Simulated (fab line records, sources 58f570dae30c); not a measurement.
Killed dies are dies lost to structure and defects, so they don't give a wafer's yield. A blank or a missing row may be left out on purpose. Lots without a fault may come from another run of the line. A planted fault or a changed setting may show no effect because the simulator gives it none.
Which tool did it? | flow berkeley_cmos170 | 13 lots, 39 wafers sampled, at 4 steps of a route of 331

WHAT THE GAUGES READ, wafer by wafer
UCB170_SDANNEAL_RS_MEAS_02: measures by four-point-probe.
lot  | measured     | on            | PSD_RS (ohm/sq)
L850 | day 7 02:29  | film_metro-01 | 75.5 75.5 75.9
L853 | day 7 11:40  | film_metro-02 | 75.0 75.3 74.9
L854 | day 8 01:50  | film_metro-03 | 76.4 76.2 76.4
L858 | day 8 11:25  | film_metro-02 | 75.8 75.8 75.7
L856 | day 8 11:43  | film_metro-01 | 75.4 75.4 75.7
L857 | day 8 11:53  | film_metro-03 | 76.1 76.2 76.0
L860 | day 9 04:25  | film_metro-03 | 76.2 76.2 76.1
L862 | day 9 04:46  | film_metro-01 | 76.3 76.3 76.3
L864 | day 10 04:23 | film_metro-03 | 75.9 75.9 76.0
L865 | day 10 04:23 | film_metro-02 | 76.3 76.0 76.0
L867 | day 10 08:30 | film_metro-03 | 76.2 76.3 76.3
L872 | day 11 15:53 | film_metro-03 | 76.0 75.9 75.8
L871 | day 11 16:46 | film_metro-03 | 75.9 76.1 76.0

UCB170_M1_RS_MEAS_01: measures by four-point-probe.
lot  | measured     | on            | M1_AL_RS (ohm/sq)
L850 | day 7 09:46  | film_metro-01 | 0.0483 0.0481 0.0480
L853 | day 7 17:05  | film_metro-02 | 0.0486 0.0487 0.0484
L854 | day 8 07:13  | film_metro-03 | 0.0488 0.0482 0.0481
L858 | day 8 19:01  | film_metro-02 | 0.0484 0.0488 0.0481
L856 | day 8 18:48  | film_metro-01 | 0.0479 0.0476 0.0470
L857 | day 8 19:10  | film_metro-03 | 0.0491 0.0484 0.0484
L860 | day 9 11:55  | film_metro-03 | 0.0483 0.0483 0.0482
L862 | day 9 12:26  | film_metro-01 | 0.0484 0.0487 0.0487
L864 | day 10 11:02 | film_metro-03 | 0.0482 0.0438 0.0442 0.0483 0.0438 0.0442
L865 | day 10 10:43 | film_metro-01 | 0.0486 0.0490 0.0485
L867 | day 10 15:00 | film_metro-01 | 0.0488 0.0486 0.0491
L872 | day 11 22:21 | film_metro-01 | 0.0485 0.0486 0.0484
L871 | day 11 23:28 | film_metro-03 | 0.0485 0.0490 0.0485

UCB170_M1_THK_MEAS_02: measures by xrf.
lot  | measured     | on            | M1_AL_THK (nm)
L850 | day 7 09:53  | film_metro-01 | 600 601 602
L853 | day 7 17:13  | film_metro-02 | 601 597 604
L854 | day 8 07:20  | film_metro-03 | 597 608 603
L858 | day 8 19:08  | film_metro-02 | 604 602 609
L856 | day 8 18:55  | film_metro-01 | 606 610 615
L857 | day 8 19:16  | film_metro-03 | 592 605 602
L860 | day 9 12:01  | film_metro-03 | 607 607 606
L862 | day 9 12:32  | film_metro-01 | 595 593 594
L864 | day 10 13:50 | film_metro-03 | 603 662 658 602 665 658
L865 | day 10 10:49 | film_metro-01 | 599 591 596
L867 | day 10 15:07 | film_metro-01 | 591 593 589
L872 | day 11 22:27 | film_metro-01 | 593 588 593
L871 | day 11 23:34 | film_metro-03 | 602 596 603

WHICH TOOL RAN EACH LOT (tool, then ch and the chambers of the sampled wafers, then the start)
lot  | UCB170_M1_SPUTTER_00
L850 | pvd_sputter-03, day 7 09:43
L853 | pvd_sputter-03, day 7 17:01
L854 | pvd_sputter-02, day 8 07:09
L858 | pvd_sputter-01, day 8 18:58
L856 | pvd_sputter-02, day 8 18:43
L857 | pvd_sputter-03, day 8 19:05
L860 | pvd_sputter-03, day 9 11:49
L862 | pvd_sputter-02, day 9 12:21
L864 | pvd_sputter-02, day 10 10:58
L865 | pvd_sputter-03, day 10 10:37
L867 | pvd_sputter-03, day 10 14:56
L872 | pvd_sputter-03, day 11 22:14
L871 | pvd_sputter-01, day 11 23:23
- UCB170_M1_SPUTTER_00: material Al, target thk 600 nm, time 80 s.

WHAT THE TOOLS THEMSELVES READ (means of the sampled wafers that have a number; where no wafer has one, the mark that the record gives instead)
UCB170_M1_SPUTTER_00.
lot  | tool           | cathode_dc_power_W (W) | throttle_valve_pct (%)
L850 | pvd_sputter-03 | 5999.5                 | 30.0
L853 | pvd_sputter-03 | 5998.5                 | 29.3
L854 | pvd_sputter-02 | 6000.8                 | 29.9
L858 | pvd_sputter-01 | 6000.1                 | 31.1
L856 | pvd_sputter-02 | 6000.2                 | 30.0
L857 | pvd_sputter-03 | 5999.9                 | 29.8
L860 | pvd_sputter-03 | 6000.0                 | 29.0
L862 | pvd_sputter-02 | 6000.5                 | 29.2
L864 | pvd_sputter-02 | 6446.9                 | 30.6
L865 | pvd_sputter-03 | 6001.1                 | 29.1
L867 | pvd_sputter-03 | 5999.9                 | 28.9
L872 | pvd_sputter-03 | 6000.1                 | 29.9
L871 | pvd_sputter-01 | 5999.4                 | 30.5

THE ANSWER, worked out from the rows above alone
Rule: what is usual is taken from the lots themselves. Put in order of their means at a reading, lots are off if they are a third of the lots or fewer, leave a main group of 4 or more, and stand apart from it by a gap of 3 or more times the standard deviation of the main group's means; of several such gaps the widest counts. A main group whose means are all the same, to the digits that the tables above print for the reading, isn't used. A lot without any number at a reading at which 4 lots or more have one is off too. The other lots that the step has rows for count as sound. The gauges are gone through in route order, then the tools' own readings, and for those a lot's mean is taken as printed above. The first step at which some lot is off is used, and at that step the reading that is off furthest; a lot without a number counts as furthest.
Off: L864, at UCB170_M1_RS_MEAS_01 (M1_AL_RS). The main group: mean 0.0484 ohm/sq, standard deviation 0.00034.
A tool fits if, at a process step before that reading, it ran every lot that is off, and no sound lot after the first of them. The gauges at UCB170_M1_RS_MEAS_01 aren't tried: what is off there is off at UCB170_M1_SPUTTER_00 too, on other tools, and a gauge's error can't cause that. One fits: pvd_sputter-02 at UCB170_M1_SPUTTER_00. Its last sound lot is L862 (day 9 12:21), its first lot that is off L864 (day 10 10:58): a fault that began between those two fits.
The tool's own readings at UCB170_M1_SPUTTER_00 bear it out: on the lots that are off they differ by more than 5 times the standard deviation of the sound lots' means. cathode_dc_power_W reads 6446.9 W there against 6000.0 W on the sound lots.

WHAT THE SIMULATOR HAD PUT IN
Process parameter drift: pvd_sputter-02, from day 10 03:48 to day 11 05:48, at UCB170_M1_SPUTTER_00. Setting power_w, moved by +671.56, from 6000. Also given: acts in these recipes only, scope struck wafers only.
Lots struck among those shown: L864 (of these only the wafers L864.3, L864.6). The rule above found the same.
